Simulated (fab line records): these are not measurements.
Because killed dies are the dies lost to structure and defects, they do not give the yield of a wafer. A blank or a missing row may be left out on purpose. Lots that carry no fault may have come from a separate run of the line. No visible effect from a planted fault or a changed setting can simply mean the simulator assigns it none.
What tool caused it? | flow berkeley_cmos170 | 12 lots (36 wafers sampled), 1 step of a 331-step route

## WHAT THE GAUGES READ, wafer by wafer
UCB170_M1_RS_MEAS_01: uses a four-point probe to measure.
lot  | measured     | on            | M1_AL_RS (ohm/sq)
L077 | day 9 03:44  | film_metro-02 | 0.0482 0.0480 0.0482
L076 | day 9 05:48  | film_metro-03 | 0.0479 0.0486 0.0484
L080 | day 9 15:10  | film_metro-02 | 0.0496 0.0487 0.0490
L081 | day 9 17:22  | film_metro-03 | 0.0483 0.0486 0.0484
L085 | day 10 14:47 | film_metro-03 | 0.0480 0.0485 0.0484
L084 | day 10 15:09 | film_metro-03 | 0.0485 0.0483 0.0480
L087 | day 11 15:25 | film_metro-04 | 0.0482 0.0483 0.0484
L089 | day 11 22:56 | film_metro-04 | 0.0474 0.0474 0.0479
L092 | day 12 07:35 | film_metro-03 | 0.0482 0.0476 0.0486
L091 | day 12 10:40 | film_metro-02 | 0.0472 0.0479 0.0474
L094 | day 12 20:16 | film_metro-04 | 0.0482 0.0483 0.0481
L097 | day 13 13:53 | film_metro-04 | 0.0489 0.0488 0.0488

## WHICH TOOL RAN EACH LOT (tool, then ch and the chambers of the sampled wafers, then the start)
There is no process step in the record ahead of these readings.

## THE ANSWER, worked out from the rows above alone
Rule: the lots themselves supply what counts as usual. The widest of any qualifying gaps counts: lots, ordered by their means at a reading, are off when they make up no more than a third of the lots, leave a main group of 4 or more, and stand apart from it by 3 or more times the standard deviation of that group's means. If all means in a main group match to the digits the tables above print for the reading, that group is not used. A lot without any number at a reading at which 4 lots or more have one is off too. Any other lot the step has rows for is counted as sound.
Across all readings shown, no lot is off: no conclusion can be drawn from this.

## WHAT WAS PUT IN BY THE SIMULATOR
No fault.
